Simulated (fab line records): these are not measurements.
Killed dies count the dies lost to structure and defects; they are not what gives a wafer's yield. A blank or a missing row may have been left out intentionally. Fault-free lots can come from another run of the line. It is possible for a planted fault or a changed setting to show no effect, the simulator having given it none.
Chamber matching -- flow berkeley-cmos170 -- pecvd-01 running UCB170_V1_CVD_00: 3 sister chambers
The step deposits SiO2 from TEOS/O2, target thk 2000 nm, time 260.8 s. 14 wafers are shown with their chamber, then 7 later ones without.

## WAFERS, EACH WITH ITS CHAMBER
wafer,chamber,heater-power-w (W)
L074.1,0,224
L074.2,1,265
L074.3,2,208
L074.4,2,260
L074.5,0,275
L074.6,1,317
L076.4,0,179
L076.5,1,229
L076.6,2,254
L081.1,0,225
L081.4,2,185
L081.5,0,273
L088.2,1,253
L088.3,0,226

SIGNATURES (means of the wafers above)
reading,chamber 0,chamber 1,chamber 2,scatter within a chamber
heater-power-w,233.67,266.00,226.75,36.4
Rule: distance of a wafer from a chamber = root of the sum over the readings of ((wafer's reading minus chamber's mean) / reading's scatter) squared. The wafer belongs to the nearest chamber; if the next one is less than 2 further off, it can't be placed. The scatter: take each reading less its chamber's mean, square it, sum over the shown wafers, divide by the number of wafers less the number of chambers, and take the root.

## WAFERS WITHOUT THEIR CHAMBER
wafer,heater-power-w (W)
L088.5,315
L091.2,258
L091.3,286
L091.6,223
L090.3,189
L090.4,227
L090.5,266

## WHICH CHAMBER EACH ONE RAN IN
wafer,from the rows above,in truth
L088.5,can't be placed: 1 or 0 or 2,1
L091.2,can't be placed: 1 or 0 or 2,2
L091.3,can't be placed: 1 or 0 or 2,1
L091.6,can't be placed: 2 or 0 or 1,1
L090.3,can't be placed: 2 or 0 or 1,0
L090.4,can't be placed: 2 or 0 or 1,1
L090.5,can't be placed: 1 or 0 or 2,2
0 of 7 placed correctly. Can't be placed from these rows: 7 (the true chamber is among the candidates in 7). Wrongly placed: 0.
